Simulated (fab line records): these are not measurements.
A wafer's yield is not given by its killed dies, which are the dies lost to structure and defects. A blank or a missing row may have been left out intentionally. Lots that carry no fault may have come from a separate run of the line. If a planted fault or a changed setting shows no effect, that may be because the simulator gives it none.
What tool caused it?    flow berkeley-cmos170    15 lots, 45 wafers sampled, at 4 steps of a route of 331

## WHAT THE GAUGES READ, wafer by wafer
UCB170_V1_BOW_MEAS_03.
lot   measured      on             V1_BOW (um)
L163  day 8 04:37   film-metro-04  15 8 33
L164  day 8 14:11   film-metro-02  9 18 17
L168  day 9 04:34   film-metro-02  26 16 9
L172  day 10 09:04  film-metro-04  33 14 17
L173  day 10 07:45  film-metro-02  9 20 18
L174  day 10 09:24  film-metro-02  7 18 20
L175  day 10 09:04  film-metro-02  21 15 31
L176  day 11 10:55  film-metro-03  26 17 7
L178  day 11 09:36  film-metro-04  12 15 7
L177  day 11 12:15  film-metro-04  12 26 30
L181  day 11 23:55  film-metro-02  20 20 10
L183  day 13 01:23  film-metro-02  28 22 18
L184  day 13 01:38  film-metro-04  21 18 22
L185  day 12 22:41  film-metro-03  28 24 17
L186  day 13 00:01  film-metro-02  25 27 22

UCB170_M2_OVL_MEAS_16.
lot   measured      on          M2_OVL (nm)
L163  day 8 09:40   overlay-01  4 2 -2
L164  day 8 18:22   overlay-02  -5 -1 -1
L168  day 9 12:21   overlay-01  8 5 5
L172  day 10 14:16  overlay-02  11 8 14
L173  day 10 13:04  overlay-02  -1 -2 2
L174  day 10 15:25  overlay-02  10 16 14
L175  day 10 14:41  overlay-02  5 -1 6
L176  day 11 16:55  overlay-01  0 2 -3
L178  day 11 13:28  overlay-02  -1 1 2
L177  day 11 17:15  overlay-01  4 5 7
L181  day 12 04:32  overlay-01  1 1 4
L183  day 13 06:50  overlay-02  1 0 3
L184  day 13 08:01  overlay-01  5 12 6
L185  day 13 03:17  overlay-01  6 6 11
L186  day 13 05:08  overlay-01  -6 0 2

## TOOL THAT RAN EACH LOT (tool first, then ch and the chambers of the sampled wafers, then the start)
lot   UCB170_NVT_CLEAN_10              UCB170_CONTACT_RTA_08
L163  wet-bench-04 ch 1, day 6 06:47   rtp-anneal-01 ch 0, day 7 18:21
L164  wet-bench-03 ch 2, day 6 12:52   rtp-anneal-01 ch 0, day 8 07:19
L168  wet-bench-03 ch 0, day 7 09:38   rtp-anneal-01 ch 0, day 8 22:56
L172  wet-bench-03 ch 0, day 8 05:26   rtp-anneal-01 ch 0, day 10 00:32
L173  wet-bench-03 ch 3, day 8 13:50   rtp-anneal-02 ch 0, day 10 00:32
L174  wet-bench-03 ch 3, day 8 13:50   rtp-anneal-01 ch 0, day 10 01:00
L175  wet-bench-03 ch 2, day 8 13:50   rtp-anneal-02 ch 0, day 10 00:59
L176  wet-bench-03 ch 0, day 9 11:31   rtp-anneal-02 ch 0, day 11 04:49
L178  wet-bench-01 ch 0, day 9 11:38   rtp-anneal-01 ch 0, day 11 04:18
L177  wet-bench-03 ch 0, day 9 11:52   rtp-anneal-01 ch 0, day 11 06:04
L181  wet-bench-01 ch 1, day 10 03:37  rtp-anneal-01 ch 0, day 11 17:05
L183  wet-bench-03 ch 3, day 11 05:02  rtp-anneal-01 ch 0, day 12 19:07
L184  wet-bench-03 ch 0, day 11 05:02  rtp-anneal-02 ch 0, day 12 18:56
L185  wet-bench-03 ch 0, day 11 05:02  rtp-anneal-02 ch 0, day 12 17:09
L186  wet-bench-03 ch 2, day 11 05:02  rtp-anneal-01 ch 0, day 12 17:22
- UCB170_NVT_CLEAN_10: cleans in SPM, time 600 s.
- UCB170_CONTACT_RTA_08: time 10 s.

## WHAT THE TOOLS THEMSELVES READ (means of the sampled wafers that have a number; where no wafer has one, the mark that the record gives instead)
UCB170_NVT_CLEAN_10.
lot   tool          bath-guard-temp-C (C)  bath-heat-duty-pct (%)
L163  wet-bench-04  120.5                  14.5
L164  wet-bench-03  119.8                  12.6
L168  wet-bench-03  120.8                  13.8
L172  wet-bench-03  -                      -
L173  wet-bench-03  -                      -
L174  wet-bench-03  -                      -
L175  wet-bench-03  119.8                  12.2
L176  wet-bench-03  120.8                  14.6
L178  wet-bench-01  119.9                  12.7
L177  wet-bench-03  121.0                  14.0
L181  wet-bench-01  120.5                  12.1
L183  wet-bench-03  119.7                  12.9
L184  wet-bench-03  121.0                  14.5
L185  wet-bench-03  121.0                  14.1
L186  wet-bench-03  120.0                  12.1

UCB170_CONTACT_RTA_08.
lot   tool           lamp-power-pct (%)  wafer_temp_C_max
L163  rtp-anneal-01  23.58               907.4
L164  rtp-anneal-01  23.57               905.2
L168  rtp-anneal-01  23.58               907.0
L172  rtp-anneal-01  23.56               907.0
L173  rtp-anneal-02  24.01               904.1
L174  rtp-anneal-01  23.59               905.5
L175  rtp-anneal-02  24.01               904.3
L176  rtp-anneal-02  24.04               904.6
L178  rtp-anneal-01  23.59               906.1
L177  rtp-anneal-01  23.56               906.6
L181  rtp-anneal-01  23.57               906.8
L183  rtp-anneal-01  23.58               905.3
L184  rtp-anneal-02  24.04               904.5
L185  rtp-anneal-02  24.04               905.1
L186  rtp-anneal-01  23.60               905.3

## THE ANSWER, worked out from the rows above alone
Rule: the usual values come from the lots themselves. Put in order of their means at a reading, lots are off if they are a third of the lots or fewer, leave a main group of 4 or more, and stand apart from it by a gap of 3 or more times the standard deviation of the main group's means; of several such gaps the widest counts. If all means in a main group match to the digits the tables above print for the reading, that group is not used. Also off: a lot with no number at a reading for which 4 or more lots have one. The other lots that the step has rows for count as sound. Order of review: gauges by route order, followed by the tools' own readings, for which a lot's mean as printed above is used. At the first step where some lot is off, the reading lying furthest off is the one used; lots without a number count as furthest.
Off: L172, L173, L174 (UCB170_NVT_CLEAN_10, bath-guard-temp-C). Without a number there: L172, L173, L174. Main group: mean 120.4 C, sd 0.5.
If a tool, at that step or one of the process steps before it, ran each lot that is off and ran no sound lot following the first of them, it fits. None of those tried fits.

## WHAT HAD BEEN PUT IN BY THE SIMULATOR
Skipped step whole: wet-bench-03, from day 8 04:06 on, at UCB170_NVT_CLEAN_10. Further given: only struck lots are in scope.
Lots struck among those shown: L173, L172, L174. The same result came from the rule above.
